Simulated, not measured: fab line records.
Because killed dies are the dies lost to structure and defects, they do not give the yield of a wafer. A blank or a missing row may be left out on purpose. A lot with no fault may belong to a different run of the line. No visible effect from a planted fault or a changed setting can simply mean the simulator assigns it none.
Problem report in the 8D (eight disciplines) form, filled by code :: flow rit-cmos :: the parts of the form that need people (team, actions taken, sign-off) are left out

1. WHAT WENT WRONG
Mean of run-length-s at RIT_SDANNEAL_CLEAN_02: 663 s across 6 wafers in 2 lots; on wafers with no fault it is 629 s (standard deviation 3.9). That is +8.7 standard deviations from the usual mean.
The step: cleans in SC2, time 600 s.
First observed at day 5 14:58: wafer L229.2, on wet-bench-01. At this step, 42 wafers from 14 lots have a number in the record. The rule behind "out" and "out of limits": a value lying over 4 standard deviations away from the usual mean. All remaining wafers that have a number are taken as sound.

2. WHAT IT IS; WHAT IT IS NOT
question: which readings at this step
is: run-length-s
is not: bath-guard-temp-C, bath-heat-duty-pct

question: which lots
is: L229, L233
is not: L217, L218, L219, L220, L222, L223, L226, L227, L230, L237, L238, L239

question: which wafers of those lots
is: all that have a number
is not: -

question: read on which tools
is: wet-bench-01
is not: wet-bench-02, wet-bench-04

question: when
is: from day 5 14:58
is not: up to then (24 sound wafers); but 12 sound wafers of L230, L237, L238, L239 came after

3. WHAT RULES OUT EACH SUSPECT
Counting: any tool at a process step up to the reading is kept as a suspect provided that every lot that is out went through it and no sound lot did after the first of them.
- wet-bench-01 at RIT_SDANNEAL_CLEAN_02 (cleans in SC2, time 600 s): kept. Every lot that is out went through it, starting with L229 (day 5 14:58), and after that it ran no sound lot; the last sound lot it ran before then is L223 (day 4 07:50). Its own run-length-s readings are out on those wafers.
After counting, what remains is wet-bench-01 at RIT_SDANNEAL_CLEAN_02.

4. THE CAUSE (what the simulator had put in)
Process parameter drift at RIT_SDANNEAL_CLEAN_02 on wet-bench-01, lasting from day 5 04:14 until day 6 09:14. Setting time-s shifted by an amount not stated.
Counting left only this tool.

5. THE CHAIN OF EFFECTS, in route order
Each row: a reading whose mean over the struck wafers that have a number lies more than 3 standard deviations from the usual. Only readings for which the record gives a usual standard deviation are gone through. hours: the time from each lot's start at the first step in this table that gives one to its start at this step, as a median over the lots. sigmas: the change in usual standard deviations.
hours: 0
step: RIT_SDANNEAL_CLEAN_02
reading: run-length-s
usual: 629 s
on struck wafers: 663
change: +34
sigmas: +8.7
Its process steps:
- RIT_SDANNEAL_CLEAN_02: cleans in SC2, time 600 s.

6. HOW IT WOULD HAVE BEEN CAUGHT EARLIER
11 hours passed between the start of the fault at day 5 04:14 and the first reading out of limits in this record, taken at day 5 14:58.
